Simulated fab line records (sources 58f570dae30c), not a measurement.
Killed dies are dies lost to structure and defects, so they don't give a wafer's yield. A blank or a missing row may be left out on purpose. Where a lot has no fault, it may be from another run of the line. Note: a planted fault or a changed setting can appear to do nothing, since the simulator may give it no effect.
Which tool was responsible? ; flow berkeley cmos170 ; 14 lots with 42 wafers sampled at 2 steps, on a route of 331 steps

== WHAT THE GAUGES SHOWED, per wafer ==
UCB170_START_THK_MEAS_03. Usual: START_OXIDE_THK typically reads 20.1 nm, with standard deviation 0.42.
lot;measured;on;START_OXIDE_THK (nm);flag
L225;day 1 15:11;film metro-03;20.1 19.7 19.9;
L226;day 1 20:10;film metro-02;19.8 19.9 20.4;
L227;day 2 00:28;film metro-02;20.0 20.1 20.1;
L228;day 2 05:34;film metro-02;20.7 20.8 21.1;
L229;day 2 13:14;film metro-03;19.9 19.6 19.4;
L230;day 2 13:14;film metro-02;20.6 20.6 20.6;
L231;day 2 21:01;film metro-02;19.9 20.0 19.7;
L237;day 4 02:56;film metro-02;19.6 19.7 19.5;
L239;day 4 12:16;film metro-03;19.2 19.1 18.9;
L240;day 4 18:11;film metro-03;20.3 20.5 20.6;
L242;day 5 02:26;film metro-04;20.4 20.2 20.8;
L247;day 6 03:46;film metro-04;20.1 20.5 20.3;
L246;day 6 03:47;film metro-02;20.1 19.8 20.1;
L248;day 6 08:07;film metro-04;20.0 20.6 20.3;

UCB170_PWELL_TW_MEAS_17. Usual: PWELL_TW typically reads 380, with standard deviation 3.1.
lot;measured;on;PWELL_TW;flag
L225;day 3 03:10;film metro-01;375 374 374;
L226;day 3 10:51;film metro-01;377 378 378;
L227;day 3 10:08;film metro-01;375 375 376;
L228;day 3 14:53;film metro-04;380 382 381;
L229;day 3 21:40;film metro-01;375 375 375;
L230;day 3 21:55;film metro-04;382 382 382;
L231;day 4 05:21;film metro-01;380 381 378;
L237;day 5 08:16;film metro-01;382 377 378;
L239;day 6 09:57;film metro-04;382 382 382;
L240;day 6 09:41;film metro-02;382 383 382;
L242;day 6 18:52;film metro-01;377 376 378;
L247;day 7 14:53;film metro-02;380 378 378;
L246;day 7 14:45;film metro-02;380 382 380;
L248;day 7 21:23;film metro-02;380 379 381;

== WHICH TOOL RAN EACH LOT (tool, then ch and the chambers of the sampled wafers, then the start) ==
Before these readings, the record contains no process step.

== WHAT THE TOOLS THEMSELVES READ (means of the sampled wafers that have a number; where no wafer has one, the mark that the record gives instead) ==
The record holds no such reading with a usual standard deviation.

== THE ANSWER, worked out from the rows above alone ==
Rule: lot off if the mean of its wafers having a number is beyond 3 standard deviations from the usual mean. Also off: a lot with no number at a reading for which 4 or more lots have one. Any other lot the step has rows for is counted as sound. After the gauges, taken in route order, come the tools' own readings; for these a lot's mean is taken, as printed above. At the first step where some lot is off, the reading lying furthest off is the one used; lots without a number count as furthest.
No lot is off at any reading shown: from this, nothing can be told.

== WHAT THE SIMULATOR HAD PUT IN ==
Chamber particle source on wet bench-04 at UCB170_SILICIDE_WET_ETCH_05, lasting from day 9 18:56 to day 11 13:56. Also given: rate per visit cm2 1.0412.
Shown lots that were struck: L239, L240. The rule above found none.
